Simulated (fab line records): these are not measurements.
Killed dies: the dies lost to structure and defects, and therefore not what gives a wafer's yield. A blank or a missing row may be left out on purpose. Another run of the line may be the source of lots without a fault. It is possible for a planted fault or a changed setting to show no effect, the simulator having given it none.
Which tool did it? / flow rit cmos / 11 lots with 33 wafers sampled at 3 steps, on a route of 202 steps

WHAT EACH GAUGE READ, for each wafer
RIT_SILICIDE_RS_MEAS_02: measurement is done with a four-point probe.
lot=L800; measured=day 3 08:23; on=film metro-02; SILICIDE_TI_RS (ohm/sq)=47.2 48.5 47.7
lot=L801; measured=day 3 14:14; on=film metro-04; SILICIDE_TI_RS (ohm/sq)=46.4 46.9 47.0
lot=L802; measured=day 3 21:46; on=film metro-01; SILICIDE_TI_RS (ohm/sq)=48.9 48.4 47.5
lot=L803; measured=day 4 02:31; on=film metro-02; SILICIDE_TI_RS (ohm/sq)=47.6 47.0 47.2
lot=L811; measured=day 5 10:53; on=film metro-02; SILICIDE_TI_RS (ohm/sq)=34.8 48.7 48.4
lot=L813; measured=day 5 20:50; on=film metro-04; SILICIDE_TI_RS (ohm/sq)=34.2 47.5 47.2
lot=L814; measured=day 5 23:16; on=film metro-04; SILICIDE_TI_RS (ohm/sq)=47.9 48.1 48.4
lot=L816; measured=day 6 11:47; on=film metro-04; SILICIDE_TI_RS (ohm/sq)=48.3 47.4 47.1
lot=L818; measured=day 6 21:24; on=film metro-01; SILICIDE_TI_RS (ohm/sq)=49.7 48.0 48.1
lot=L820; measured=day 7 06:40; on=film metro-04; SILICIDE_TI_RS (ohm/sq)=48.4 47.9 47.2
lot=L822; measured=day 7 15:59; on=film metro-04; SILICIDE_TI_RS (ohm/sq)=47.5 47.9 49.0

RIT_SILICIDE_THK_MEAS_03: measures by xrf.
lot=L800; measured=day 3 08:29; on=film metro-02; SILICIDE_TI_THK (nm)=30.4 29.9 30.1
lot=L801; measured=day 3 14:20; on=film metro-04; SILICIDE_TI_THK (nm)=30.6 30.2 30.2
lot=L802; measured=day 3 21:53; on=film metro-01; SILICIDE_TI_THK (nm)=29.2 29.4 30.0
lot=L803; measured=day 4 02:38; on=film metro-02; SILICIDE_TI_THK (nm)=30.1 30.5 30.4
lot=L811; measured=day 5 10:59; on=film metro-02; SILICIDE_TI_THK (nm)=38.8 29.6 29.8
lot=L813; measured=day 5 20:58; on=film metro-04; SILICIDE_TI_THK (nm)=38.7 29.8 30.0
lot=L814; measured=day 5 23:23; on=film metro-04; SILICIDE_TI_THK (nm)=29.6 29.5 29.2
lot=L816; measured=day 6 11:54; on=film metro-04; SILICIDE_TI_THK (nm)=29.6 30.0 30.2
lot=L818; measured=day 6 21:31; on=film metro-01; SILICIDE_TI_THK (nm)=28.8 29.6 29.5
lot=L820; measured=day 7 06:47; on=film metro-04; SILICIDE_TI_THK (nm)=29.4 29.8 29.9
lot=L822; measured=day 7 16:06; on=film metro-04; SILICIDE_TI_THK (nm)=29.8 29.7 29.1

EACH LOT AND THE TOOL THAT RAN IT (in order: tool; ch and the chambers of the sampled wafers; start)
lot=L800; RIT_SILICIDE_SPUTTER_01=pvd sputter-02, day 3 08:13
lot=L801; RIT_SILICIDE_SPUTTER_01=pvd sputter-01, day 3 14:02
lot=L802; RIT_SILICIDE_SPUTTER_01=pvd sputter-03, day 3 21:37
lot=L803; RIT_SILICIDE_SPUTTER_01=pvd sputter-01, day 4 02:21
lot=L811; RIT_SILICIDE_SPUTTER_01=pvd sputter-01, day 5 10:41
lot=L813; RIT_SILICIDE_SPUTTER_01=pvd sputter-01, day 5 20:41
lot=L814; RIT_SILICIDE_SPUTTER_01=pvd sputter-03, day 5 23:07
lot=L816; RIT_SILICIDE_SPUTTER_01=pvd sputter-02, day 6 11:38
lot=L818; RIT_SILICIDE_SPUTTER_01=pvd sputter-02, day 6 21:15
lot=L820; RIT_SILICIDE_SPUTTER_01=pvd sputter-02, day 7 06:31
lot=L822; RIT_SILICIDE_SPUTTER_01=pvd sputter-02, day 7 15:49
- RIT_SILICIDE_SPUTTER_01: material Ti, target thk 30 nm, time 240 s.

WHAT THE TOOLS THEMSELVES READ (means of the sampled wafers that have a number; where no wafer has one, the mark that the record gives instead)
RIT_SILICIDE_SPUTTER_01.
lot=L800; tool=pvd sputter-02; throttle valve pct (%)=30.4
lot=L801; tool=pvd sputter-01; throttle valve pct (%)=30.3
lot=L802; tool=pvd sputter-03; throttle valve pct (%)=30.3
lot=L803; tool=pvd sputter-01; throttle valve pct (%)=30.7
lot=L811; tool=pvd sputter-01; throttle valve pct (%)=30.2
lot=L813; tool=pvd sputter-01; throttle valve pct (%)=30.2
lot=L814; tool=pvd sputter-03; throttle valve pct (%)=30.2
lot=L816; tool=pvd sputter-02; throttle valve pct (%)=30.2
lot=L818; tool=pvd sputter-02; throttle valve pct (%)=28.6
lot=L820; tool=pvd sputter-02; throttle valve pct (%)=30.7
lot=L822; tool=pvd sputter-02; throttle valve pct (%)=29.9

THE ANSWER, worked out from the rows above alone
Rule: the usual values come from the lots themselves. The widest of any qualifying gaps counts: lots, ordered by their means at a reading, are off when they make up no more than a third of the lots, leave a main group of 4 or more, and stand apart from it by 3 or more times the standard deviation of that group's means. The tables above print the reading to a certain number of digits; a main group whose means all agree to those digits is not used. Also off: a lot with no number at a reading for which 4 or more lots have one. Where the step has rows for the other lots, those lots are counted as sound. First the gauges in route order, then the tools' own readings, where a lot's mean is used as printed above. The first step at which some lot is off is used, and at that step the reading that is off furthest; a lot without a number counts as furthest.
Off: L811, L813, seen at RIT_SILICIDE_RS_MEAS_02 (SILICIDE_TI_RS). For the main group the mean is 47.8 ohm/sq and the standard deviation 0.52.
If a tool, at a process step before that reading, ran all the lots that are off and no sound lot after the first of them, it fits. The gauges at RIT_SILICIDE_RS_MEAS_02 are tried like those tools. One fits: pvd sputter-01 at RIT_SILICIDE_SPUTTER_01. A fault onset in the window from L803 (day 4 02:21, its last sound lot) to L811 (day 5 10:41, its first lot off) fits.

WHAT HAD BEEN PUT IN BY THE SIMULATOR
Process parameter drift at RIT_SILICIDE_SPUTTER_01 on pvd sputter-01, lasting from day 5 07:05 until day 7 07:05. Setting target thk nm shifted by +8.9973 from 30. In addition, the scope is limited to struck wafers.
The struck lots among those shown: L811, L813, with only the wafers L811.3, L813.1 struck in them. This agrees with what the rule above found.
